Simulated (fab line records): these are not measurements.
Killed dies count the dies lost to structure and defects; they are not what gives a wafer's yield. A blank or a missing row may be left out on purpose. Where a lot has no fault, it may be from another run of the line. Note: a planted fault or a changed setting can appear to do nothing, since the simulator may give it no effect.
Which of the tools did it? || flow ritCmos || 42 wafers from 14 lots sampled at 5 of the route's 202 steps

== WHAT THE GAUGES READ, wafer by wafer ==
RIT_PWELL_TW_MEAS_10. Usual: PWELL_TW 957, standard deviation 9.
{"lot": "L264", "measured": "day 2 09:12", "on": "filmMetro-03", "PWELL_TW": "948 948 952", "flag": ""}
{"lot": "L265", "measured": "day 2 14:12", "on": "filmMetro-01", "PWELL_TW": "949 947 946", "flag": ""}
{"lot": "L266", "measured": "day 2 18:24", "on": "filmMetro-04", "PWELL_TW": "971 964 965", "flag": ""}
{"lot": "L267", "measured": "day 2 21:46", "on": "filmMetro-04", "PWELL_TW": "976 971 971", "flag": ""}
{"lot": "L268", "measured": "day 3 03:37", "on": "filmMetro-04", "PWELL_TW": "974 967 966", "flag": ""}
{"lot": "L271", "measured": "day 3 16:29", "on": "filmMetro-03", "PWELL_TW": "951 948 951", "flag": ""}
{"lot": "L272", "measured": "day 4 00:47", "on": "filmMetro-04", "PWELL_TW": "973 961 970", "flag": ""}
{"lot": "L273", "measured": "day 4 04:16", "on": "filmMetro-03", "PWELL_TW": "945 951 954", "flag": ""}
{"lot": "L274", "measured": "day 4 09:18", "on": "filmMetro-01", "PWELL_TW": "951 957 951", "flag": ""}
{"lot": "L275", "measured": "day 4 17:43", "on": "filmMetro-04", "PWELL_TW": "969 970 970", "flag": ""}
{"lot": "L279", "measured": "day 5 07:54", "on": "filmMetro-01", "PWELL_TW": "952 953 949", "flag": ""}
{"lot": "L280", "measured": "day 5 18:01", "on": "filmMetro-03", "PWELL_TW": "947 952 950", "flag": ""}
{"lot": "L285", "measured": "day 6 15:35", "on": "filmMetro-01", "PWELL_TW": "954 954 956", "flag": ""}
{"lot": "L286", "measured": "day 6 20:23", "on": "filmMetro-03", "PWELL_TW": "953 959 951", "flag": ""}

RIT_CONTACT_CD_MEAS_08 targets a cd of 1000 nm. Usual: cdNm at 1000.5 nm, with a standard deviation of 2.
{"lot": "L264", "measured": "day 3 17:31", "on": "cdSem-01", "cdNm (nm)": "997.7 1000.3 998.4", "flag": ""}
{"lot": "L265", "measured": "day 3 21:00", "on": "cdSem-02", "cdNm (nm)": "1001.4 1003.2 1003.0", "flag": ""}
{"lot": "L266", "measured": "day 4 04:20", "on": "cdSem-01", "cdNm (nm)": "999.5 998.3 998.6", "flag": ""}
{"lot": "L267", "measured": "day 4 08:14", "on": "cdSem-02", "cdNm (nm)": "999.3 999.5 1000.2", "flag": ""}
{"lot": "L268", "measured": "day 4 12:17", "on": "cdSem-01", "cdNm (nm)": "1000.8 998.0 999.5", "flag": ""}
{"lot": "L271", "measured": "day 5 00:55", "on": "cdSem-02", "cdNm (nm)": "1001.4 1002.9 1005.5", "flag": ""}
{"lot": "L272", "measured": "day 5 14:02", "on": "cdSem-01", "cdNm (nm)": "999.0 1001.7 1001.2", "flag": ""}
{"lot": "L273", "measured": "day 5 14:08", "on": "cdSem-02", "cdNm (nm)": "999.6 998.8 1000.1", "flag": ""}
{"lot": "L274", "measured": "day 5 18:03", "on": "cdSem-02", "cdNm (nm)": "997.8 997.1 996.1", "flag": ""}
{"lot": "L275", "measured": "day 6 01:26", "on": "cdSem-01", "cdNm (nm)": "997.8 999.4 999.2", "flag": ""}
{"lot": "L279", "measured": "day 6 14:08", "on": "cdSem-01", "cdNm (nm)": "957.8 959.3 958.8", "flag": "OFF"}
{"lot": "L280", "measured": "day 7 00:26", "on": "cdSem-01", "cdNm (nm)": "968.6 964.9 968.3", "flag": "OFF"}
{"lot": "L285", "measured": "day 7 23:07", "on": "cdSem-01", "cdNm (nm)": "999.7 1000.8 998.3", "flag": ""}
{"lot": "L286", "measured": "day 8 04:58", "on": "cdSem-02", "cdNm (nm)": "998.9 1001.0 1000.3", "flag": ""}

== EACH LOT AND THE TOOL THAT RAN IT (in order: tool; ch and the chambers of the sampled wafers; start) ==
{"lot": "L264", "RIT_ACTIVE_STRIP_14": "plasmaAsher-03 ch 0,1, day 1 19:50", "RIT_SILICIDE_RTA_06": "rtpAnneal-02 ch 0, day 3 16:13", "RIT_CONTACT_DEVELOP_07": "lithoTrack-02 ch 0, day 3 17:00"}
{"lot": "L265", "RIT_ACTIVE_STRIP_14": "plasmaAsher-03 ch 0,1, day 2 05:15", "RIT_SILICIDE_RTA_06": "rtpAnneal-02 ch 0, day 3 19:51", "RIT_CONTACT_DEVELOP_07": "lithoTrack-02 ch 0, day 3 20:00"}
{"lot": "L266", "RIT_ACTIVE_STRIP_14": "plasmaAsher-04 ch 0,1, day 2 07:25", "RIT_SILICIDE_RTA_06": "rtpAnneal-02 ch 0, day 4 02:58", "RIT_CONTACT_DEVELOP_07": "lithoTrack-01 ch 0, day 4 04:00"}
{"lot": "L267", "RIT_ACTIVE_STRIP_14": "plasmaAsher-03 ch 0,1, day 2 11:32", "RIT_SILICIDE_RTA_06": "rtpAnneal-01 ch 0, day 4 07:04", "RIT_CONTACT_DEVELOP_07": "lithoTrack-03 ch 0, day 4 07:00"}
{"lot": "L268", "RIT_ACTIVE_STRIP_14": "plasmaAsher-01 ch 0,1, day 2 17:02", "RIT_SILICIDE_RTA_06": "rtpAnneal-02 ch 0, day 4 11:00", "RIT_CONTACT_DEVELOP_07": "lithoTrack-03 ch 0, day 4 12:00"}
{"lot": "L271", "RIT_ACTIVE_STRIP_14": "plasmaAsher-04 ch 0,1, day 3 07:08", "RIT_SILICIDE_RTA_06": "rtpAnneal-01 ch 0, day 4 23:46", "RIT_CONTACT_DEVELOP_07": "lithoTrack-02 ch 0, day 5 00:00"}
{"lot": "L272", "RIT_ACTIVE_STRIP_14": "plasmaAsher-01 ch 0,1, day 3 14:22", "RIT_SILICIDE_RTA_06": "rtpAnneal-01 ch 0, day 5 12:34", "RIT_CONTACT_DEVELOP_07": "lithoTrack-03 ch 0, day 5 13:00"}
{"lot": "L273", "RIT_ACTIVE_STRIP_14": "plasmaAsher-01 ch 0,1, day 3 16:54", "RIT_SILICIDE_RTA_06": "rtpAnneal-01 ch 0, day 5 12:50", "RIT_CONTACT_DEVELOP_07": "lithoTrack-02 ch 0, day 5 13:00"}
{"lot": "L274", "RIT_ACTIVE_STRIP_14": "plasmaAsher-01 ch 0,1, day 4 01:08", "RIT_SILICIDE_RTA_06": "rtpAnneal-02 ch 0, day 5 16:33", "RIT_CONTACT_DEVELOP_07": "lithoTrack-03 ch 0, day 5 17:00"}
{"lot": "L275", "RIT_ACTIVE_STRIP_14": "plasmaAsher-03 ch 0,1, day 4 05:43", "RIT_SILICIDE_RTA_06": "rtpAnneal-02 ch 0, day 6 00:10", "RIT_CONTACT_DEVELOP_07": "lithoTrack-02 ch 0, day 6 01:00"}
{"lot": "L279", "RIT_ACTIVE_STRIP_14": "plasmaAsher-04 ch 0,1, day 4 23:03", "RIT_SILICIDE_RTA_06": "rtpAnneal-01 ch 0, day 6 12:52", "RIT_CONTACT_DEVELOP_07": "lithoTrack-02 ch 0, day 6 13:00"}
{"lot": "L280", "RIT_ACTIVE_STRIP_14": "plasmaAsher-03 ch 0,1, day 5 06:33", "RIT_SILICIDE_RTA_06": "rtpAnneal-02 ch 0, day 6 23:16", "RIT_CONTACT_DEVELOP_07": "lithoTrack-02 ch 0, day 7 00:00"}
{"lot": "L285", "RIT_ACTIVE_STRIP_14": "plasmaAsher-03 ch 0,1, day 6 07:03", "RIT_SILICIDE_RTA_06": "rtpAnneal-01 ch 0, day 7 21:55", "RIT_CONTACT_DEVELOP_07": "lithoTrack-01 ch 0, day 7 22:00"}
{"lot": "L286", "RIT_ACTIVE_STRIP_14": "plasmaAsher-01 ch 0,1, day 6 10:08", "RIT_SILICIDE_RTA_06": "rtpAnneal-02 ch 0, day 8 03:49", "RIT_CONTACT_DEVELOP_07": "lithoTrack-03 ch 0, day 8 04:00"}
- RIT_ACTIVE_STRIP_14: strips in O2, time 180 s.
- RIT_SILICIDE_RTA_06: time 10.37 s, ramp up 5 s, ramp down 10 s.
- RIT_CONTACT_DEVELOP_07: develop time 120 s.

== WHAT THE TOOLS THEMSELVES READ (means of the sampled wafers that have a number; where no wafer has one, the mark that the record gives instead) ==
RIT_ACTIVE_STRIP_14. Usual: drypumpMotorCurrentA at 5.92 A, with a standard deviation of 0.3.
{"lot": "L264", "tool": "plasmaAsher-03", "drypumpMotorCurrentA (A)": 6.00, "flag": ""}
{"lot": "L265", "tool": "plasmaAsher-03", "drypumpMotorCurrentA (A)": 5.99, "flag": ""}
{"lot": "L266", "tool": "plasmaAsher-04", "drypumpMotorCurrentA (A)": 5.51, "flag": ""}
{"lot": "L267", "tool": "plasmaAsher-03", "drypumpMotorCurrentA (A)": 5.98, "flag": ""}
{"lot": "L268", "tool": "plasmaAsher-01", "drypumpMotorCurrentA (A)": 6.12, "flag": ""}
{"lot": "L271", "tool": "plasmaAsher-04", "drypumpMotorCurrentA (A)": 5.52, "flag": ""}
{"lot": "L272", "tool": "plasmaAsher-01", "drypumpMotorCurrentA (A)": 5.89, "flag": ""}
{"lot": "L273", "tool": "plasmaAsher-01", "drypumpMotorCurrentA (A)": 6.12, "flag": ""}
{"lot": "L274", "tool": "plasmaAsher-01", "drypumpMotorCurrentA (A)": 5.91, "flag": ""}
{"lot": "L275", "tool": "plasmaAsher-03", "drypumpMotorCurrentA (A)": 5.99, "flag": ""}
{"lot": "L279", "tool": "plasmaAsher-04", "drypumpMotorCurrentA (A)": 5.64, "flag": ""}
{"lot": "L280", "tool": "plasmaAsher-03", "drypumpMotorCurrentA (A)": 6.06, "flag": ""}
{"lot": "L285", "tool": "plasmaAsher-03", "drypumpMotorCurrentA (A)": 6.07, "flag": ""}
{"lot": "L286", "tool": "plasmaAsher-01", "drypumpMotorCurrentA (A)": 5.87, "flag": ""}

RIT_SILICIDE_RTA_06. Usual: wafer_temp_C_max at 753.2, with a standard deviation of 0.7.
{"lot": "L264", "tool": "rtpAnneal-02", "wafer_temp_C_max": 752.4, "flag": ""}
{"lot": "L265", "tool": "rtpAnneal-02", "wafer_temp_C_max": 753.3, "flag": ""}
{"lot": "L266", "tool": "rtpAnneal-02", "wafer_temp_C_max": 752.9, "flag": ""}
{"lot": "L267", "tool": "rtpAnneal-01", "wafer_temp_C_max": 754.2, "flag": ""}
{"lot": "L268", "tool": "rtpAnneal-02", "wafer_temp_C_max": 752.4, "flag": ""}
{"lot": "L271", "tool": "rtpAnneal-01", "wafer_temp_C_max": 752.9, "flag": ""}
{"lot": "L272", "tool": "rtpAnneal-01", "wafer_temp_C_max": 753.5, "flag": ""}
{"lot": "L273", "tool": "rtpAnneal-01", "wafer_temp_C_max": 753.9, "flag": ""}
{"lot": "L274", "tool": "rtpAnneal-02", "wafer_temp_C_max": 753.0, "flag": ""}
{"lot": "L275", "tool": "rtpAnneal-02", "wafer_temp_C_max": 752.6, "flag": ""}
{"lot": "L279", "tool": "rtpAnneal-01", "wafer_temp_C_max": 753.8, "flag": ""}
{"lot": "L280", "tool": "rtpAnneal-02", "wafer_temp_C_max": 752.9, "flag": ""}
{"lot": "L285", "tool": "rtpAnneal-01", "wafer_temp_C_max": 753.5, "flag": ""}
{"lot": "L286", "tool": "rtpAnneal-02", "wafer_temp_C_max": 753.3, "flag": ""}

== THE ANSWER, worked out from the rows above alone ==
Rule: lot off if the mean of its wafers having a number is beyond 3 standard deviations from the usual mean. Also off: a lot with no number at a reading for which 4 or more lots have one. Any other lot the step has rows for is counted as sound. The gauges are gone through in route order, then the tools' own readings, and for those a lot's mean is taken as printed above. The first step at which some lot is off is used, and at that step the reading that is off furthest; a lot without a number counts as furthest.
Off: L279, L280 (RIT_CONTACT_CD_MEAS_08, cdNm).
A tool fits if, at a process step before that reading, it ran every lot that is off, and no sound lot after the first of them. Those tools and the gauges at RIT_CONTACT_CD_MEAS_08 are tried in the same way. One fits: RIT_CONTACT_DEVELOP_07 on lithoTrack-02. Its last sound lot is L275 (day 6 01:00), its first lot that is off L279 (day 6 13:00): a fault that began between those two fits.

== WHAT WAS PUT IN BY THE SIMULATOR ==
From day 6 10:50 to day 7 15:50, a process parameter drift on lithoTrack-02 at RIT_CONTACT_DEVELOP_07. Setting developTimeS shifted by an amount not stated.
Lots struck among those shown: L279, L280. Same finding as the rule above.
